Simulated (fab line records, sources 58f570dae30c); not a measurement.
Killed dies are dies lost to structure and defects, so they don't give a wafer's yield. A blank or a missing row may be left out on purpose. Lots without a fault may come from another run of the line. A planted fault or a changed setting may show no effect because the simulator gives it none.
Which tool did it? | flow berkeley_cmos170 | 6 lots, 18 wafers sampled, at 2 steps of a route of 331

WHAT THE GAUGES READ, wafer by wafer
UCB170_FIELD_THK_MEAS_02.
lot  | measured    | on            | FIELD_OXIDE_THK (nm)
L648 | day 4 18:11 | film_metro-01 | 560 555 556
L650 | day 5 06:06 | film_metro-01 | 553 563 560
L652 | day 5 12:03 | film_metro-01 | 568 565 567
L654 | day 6 06:47 | film_metro-02 | 627 622 614
L656 | day 6 06:47 | film_metro-01 | 619 613 613
L670 | day 9 03:36 | film_metro-03 | 551 549 553

WHICH TOOL RAN EACH LOT (tool, then ch and the chambers of the sampled wafers, then the start)
lot  | UCB170_FIELD_OXIDATION_01
L648 | furnace-02 ch 0, day 4 15:11
L650 | furnace-04 ch 0, day 5 03:06
L652 | furnace-02 ch 0, day 5 09:02
L654 | furnace-04 ch 0, day 6 03:47
L656 | furnace-04 ch 0, day 6 03:47
L670 | furnace-02 ch 0, day 9 00:36
- UCB170_FIELD_OXIDATION_01: target thk 558.3 nm, ox time 7200 s.

THE ANSWER, worked out from the rows above alone
Rule: what is usual is taken from the lots themselves. Put in order of their means at a reading, lots are off if they are a third of the lots or fewer, leave a main group of 4 or more, and stand apart from it by a gap of 3 or more times the standard deviation of the main group's means; of several such gaps the widest counts. A main group whose means are all the same, to the digits that the tables above print for the reading, isn't used. A lot without any number at a reading at which 4 lots or more have one is off too. The other lots that the step has rows for count as sound.
Off: L654, L656, at UCB170_FIELD_THK_MEAS_02 (FIELD_OXIDE_THK). The main group: mean 558 nm, standard deviation 5.6.
A tool fits if, at a process step before that reading, it ran every lot that is off, and no sound lot after the first of them. The gauges at UCB170_FIELD_THK_MEAS_02 are tried like those tools. One fits: furnace-04 at UCB170_FIELD_OXIDATION_01. Its last sound lot is L650 (day 5 03:06), its first lot that is off L654 (day 6 03:47): a fault that began between those two fits.

WHAT THE SIMULATOR HAD PUT IN
Process parameter drift: furnace-04, from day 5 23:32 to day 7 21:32, at UCB170_FIELD_OXIDATION_01. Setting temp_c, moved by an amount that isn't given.
Lots struck among those shown: L654, L656. The rule above found the same.
